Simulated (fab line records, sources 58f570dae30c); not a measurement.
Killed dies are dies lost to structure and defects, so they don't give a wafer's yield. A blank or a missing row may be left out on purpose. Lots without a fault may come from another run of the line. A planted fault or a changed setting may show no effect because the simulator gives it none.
One fault seen from 2 desks | flow berkeley_cmos170 | each desk has only its own numbers; what lay behind them comes last

THE TOOL OWNER'S DESK: cmp-02
The tool's own readings at UCB170_V1_CMP_02 (polishes SiO2): means of the sampled wafers that have a number, for each lot that ran on this tool. A lot is out of limits, marked OUT, if its mean lies more than 4 standard deviations from the usual mean; the brackets give that distance.
Columns: A = motor_current_A at UCB170_V1_CMP_02, usual 16.5 A; B = slurry_filter_dp_kPa at UCB170_V1_CMP_02, usual 13.51 kPa
lot  | first seen here | A    | B
L113 | day 7 03:05     | 18.2 | 13.43
L115 | day 7 22:55     | 15.7 | 13.49
L116 | day 8 13:52     | 16.1 | 13.48
L118 | day 8 14:07     | 16.7 | 13.48
L123 | day 9 07:08     | 17.1 | 13.64
L125 | day 9 21:03     | 15.9 | 13.51
This desk's finding: nothing out of limits on any of the 6 lots.

THE METROLOGY DESK
What the gauges read, lot by lot, whatever tool the lot ran on: means of the sampled wafers that have a number. A lot is out of limits, marked OUT, if its mean lies more than 4 standard deviations from the usual mean; the brackets give that distance.
Columns: A = V1_BOW at UCB170_V1_BOW_MEAS_03, usual 17 um; B = V1_POLISHED_THK at UCB170_V1_THK_MEAS_04, usual 999.4 nm
lot  | first seen here | A  | B
L113 | day 7 03:23     | 17 | 1000.1
L114 | day 7 14:29     | 11 | 999.3
L115 | day 7 23:13     | 18 | 998.9
L116 | day 8 14:07     | 12 | 1000.8
L117 | day 8 14:08     | 21 | 998.9
L118 | day 8 14:25     | 14 | 1000.9
L121 | day 9 07:26     | 23 | 999.3
L123 | day 9 07:26     | 21 | 1110.0 (+69) OUT
L125 | day 9 21:15     | 19 | 1118.1 (+74) OUT
L128 | day 10 13:46    | 11 | 1001.0
L130 | day 11 01:18    | 18 | 998.8
L133 | day 11 07:05    | 17 | 997.6
L134 | day 12 02:48    | 19 | 998.5
This desk's finding: out of limits on L123, L125; first on L123, day 9 10:17 (V1_POLISHED_THK at UCB170_V1_THK_MEAS_04). In limits: L113, L114, L115, L116, L117, L118, L121, L128, L130, L133, L134.

PUT TOGETHER
The metrology desk could have raised an alarm at day 9 10:17, on L123, L125.
The tool owner's desk saw nothing out of limits.
The tool owner's desk has L123, L125 on record, within its limits.
Of the lots named, all ran UCB170_V1_CMP_02 on cmp-02.

WHAT THE SIMULATOR HAD PUT IN
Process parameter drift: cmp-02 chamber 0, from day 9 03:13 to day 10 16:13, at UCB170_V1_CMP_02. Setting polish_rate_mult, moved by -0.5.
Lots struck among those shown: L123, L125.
Hours from the fault's start to each desk's first reading out of limits: the metrology desk, 7.
